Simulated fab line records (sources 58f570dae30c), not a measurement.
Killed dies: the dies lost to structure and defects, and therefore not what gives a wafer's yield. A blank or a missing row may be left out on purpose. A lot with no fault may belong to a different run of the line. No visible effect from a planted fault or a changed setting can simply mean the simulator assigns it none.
The same fault as seen by 2 desks || flow berkeley_cmos170 || each desk has only its own numbers; what lay behind them comes last

THE TOOL OWNER'S DESK: rie_metal-04
The tool's own readings at UCB170_M3_METAL_ETCH_18 (etches Al in Cl2/BCl3, stops on SiO2, target depth 1170 nm, time 195 s): means of the sampled wafers that have a number, for each lot that ran on this tool. Any lot whose mean is over 4 standard deviations away from the usual mean is out of limits and marked OUT; that distance is given in the brackets.
Columns: A = drypump_motor_current_A at UCB170_M3_METAL_ETCH_18, usual 5.9 A; B = mfc_cl2_sccm at UCB170_M3_METAL_ETCH_18, usual 90.04 sccm; C = oes_product_au at UCB170_M3_METAL_ETCH_18, usual 0.849 a.u.; D = run_length_s at UCB170_M3_METAL_ETCH_18, usual 223.2 s; E = throttle_valve_pct at UCB170_M3_METAL_ETCH_18, usual 24.33 %
{"lot": "L844", "first seen here": "day 8 03:47", "A": 5.3, "B": 90.23, "C": 0.855, "D": 223.7, "E": 24.46}
{"lot": "L846", "first seen here": "day 8 08:04", "A": 5.4, "B": 89.94, "C": 0.852, "D": 223.9, "E": 24.37}
{"lot": "L850", "first seen here": "day 9 02:18", "A": 5.4, "B": 89.89, "C": 0.886, "D": "216.0 (-14) OUT", "E": 24.36}
{"lot": "L852", "first seen here": "day 9 16:18", "A": 5.3, "B": 90.17, "C": "0.943 (+5.9) OUT", "D": "208.1 (-29) OUT", "E": 24.42}
This desk's finding: out of limits on L850, L852; first on L850, day 9 02:18 (run_length_s at UCB170_M3_METAL_ETCH_18). Within limits: L844, L846.

THE METROLOGY DESK
Means of the sampled wafers that have a number, per lot and without regard to the tool the lot ran on: this is what the gauges read. Any lot whose mean is over 4 standard deviations away from the usual mean is out of limits and marked OUT; that distance is given in the brackets.
Columns: A = M2_OVL at UCB170_M2_OVL_MEAS_16, usual -2 nm; B = M3_OVL at UCB170_M3_OVL_MEAS_16, usual -2 nm
{"lot": "L844", "first seen here": "day 7 22:19", "A": -1, "B": -1}
{"lot": "L843", "first seen here": "day 7 22:35", "A": -0, "B": -4}
{"lot": "L845", "first seen here": "day 7 22:55", "A": 6, "B": 6}
{"lot": "L846", "first seen here": "day 8 00:34", "A": 2, "B": 6}
{"lot": "L850", "first seen here": "day 8 20:52", "A": -11, "B": 3}
{"lot": "L852", "first seen here": "day 9 07:59", "A": -8, "B": 5}
{"lot": "L856", "first seen here": "day 10 02:32", "A": -5, "B": 3}
{"lot": "L858", "first seen here": "day 10 10:34", "A": -8, "B": -6}
{"lot": "L859", "first seen here": "day 11 00:40", "A": -4, "B": -5}
{"lot": "L860", "first seen here": "day 11 14:55", "A": 2, "B": -6}
{"lot": "L864", "first seen here": "day 11 15:13", "A": 3, "B": -4}
{"lot": "L862", "first seen here": "day 11 15:31", "A": -11, "B": -10}
{"lot": "L861", "first seen here": "day 11 16:07", "A": -5, "B": -8}
{"lot": "L866", "first seen here": "day 11 16:51", "A": 2, "B": 0}
Finding of this desk: none of the 14 lots has anything out of limits.

TAKEN TOGETHER
The tool owner's desk could have raised an alarm at day 9 02:18, on L850, L852.
From the metrology desk's view, nothing was out of limits.
The metrology desk has L850, L852 on record, within its limits.
Of the lots named, all ran UCB170_M3_METAL_ETCH_18 on rie_metal-04.

WHAT THE SIMULATOR HAD INSERTED
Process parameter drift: rie_metal-04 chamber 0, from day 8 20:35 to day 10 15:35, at UCB170_M3_METAL_ETCH_18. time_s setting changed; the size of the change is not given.
Struck lots among those shown: L850, L852.
Hours from the fault's start to each desk's first reading out of limits: the tool owner's desk, 6.
